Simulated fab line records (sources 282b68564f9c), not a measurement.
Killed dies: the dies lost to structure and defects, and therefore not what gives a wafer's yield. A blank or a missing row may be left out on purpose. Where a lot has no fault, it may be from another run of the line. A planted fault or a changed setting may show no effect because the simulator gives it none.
2 desks, one fault | flow rit cmos | only its own numbers are on each desk; what lay behind them is given at the end

## TOOL OWNER'S DESK, rie diel-03
The tool's own readings at RIT_SPACER_ETCHBACK_05 (etches Si3N4 in SF6/CHF3, stops on SiO2, target depth 250 nm, time 246.9 s): means of the sampled wafers that have a number, for each lot that ran on this tool. If a lot's mean is further than 4 standard deviations from the usual mean, the lot is out of limits and carries the mark OUT (the distance appears in the brackets).
Columns: A = chamber pressure mTorr at RIT_SPACER_ETCHBACK_05, usual 40.00 mTorr; B = drypump motor current A at RIT_SPACER_ETCHBACK_05, usual 5.80 A; C = oes product au at RIT_SPACER_ETCHBACK_05, usual 0.845 a.u.; D = throttle valve pct at RIT_SPACER_ETCHBACK_05, usual 10.28 %
lot  | first seen here | A     | B    | C     | D
L192 | day 3 21:04     | 40.03 | 6.05 | 0.830 | 10.38
L193 | day 4 01:36     | 40.03 | 6.15 | 0.827 | 10.33
L209 | day 7 15:13     | 39.99 | 6.00 | 0.841 | 10.44
This desk found nothing out of limits on any of the 3 lots.

## FROM THE METROLOGY DESK
What the gauges read for every lot (on any tool): the sampled wafers with a number, averaged. If a lot's mean is further than 4 standard deviations from the usual mean, the lot is out of limits and carries the mark OUT (the distance appears in the brackets). Shown here are 7 of its 10 readings, the ones lying furthest out on some lot.
Columns: A = PLDD_TW at RIT_PLDD_TW_MEAS_10, usual 2325; B = SPACER_NITRIDE_THK at RIT_SPACER_THK_MEAS_04, usual 250.4 nm; C = NSD_OVL at RIT_NSD_OVL_MEAS_06, usual 0.4 nm; D = NSD_TW at RIT_NSD_TW_MEAS_10, usual 3101; E = PSD_RS at RIT_SDANNEAL_RS_MEAS_04, usual 115.90 ohm/sq; F = NSD_RS at RIT_SDANNEAL_RS_MEAS_05, usual 84.6 ohm/sq; G = PLDD_RS at RIT_SDANNEAL_RS_MEAS_06, usual 178.6 ohm/sq
lot  | first seen here | A    | B     | C    | D    | E      | F    | G
L192 | day 3 17:58     | 2307 | 249.7 | 1.2  | 3122 | 115.69 | 84.5 | 178.6
L193 | day 3 21:59     | 2313 | 245.2 | 0.9  | 3137 | 116.00 | 84.5 | 178.6
L194 | day 4 02:17     | 2306 | 249.6 | 1.4  | 3100 | 116.37 | 84.7 | 179.2
L204 | day 6 14:06     | 2310 | 251.0 | -0.2 | 3093 | 115.99 | 84.6 | 178.1
L209 | day 7 12:14     | 2372 | 248.5 | 0.2  | 3158 | 115.76 | 84.1 | 178.3
L211 | day 7 20:57     | 2332 | 251.3 | 2.7  | 3149 | 115.91 | 84.3 | 178.3
This desk found nothing out of limits on any of the 6 lots.

## BROUGHT TOGETHER
The tool owner's desk saw nothing out of limits.
At the metrology desk, nothing out of limits was observed.

## WHAT HAD BEEN PUT IN BY THE SIMULATOR
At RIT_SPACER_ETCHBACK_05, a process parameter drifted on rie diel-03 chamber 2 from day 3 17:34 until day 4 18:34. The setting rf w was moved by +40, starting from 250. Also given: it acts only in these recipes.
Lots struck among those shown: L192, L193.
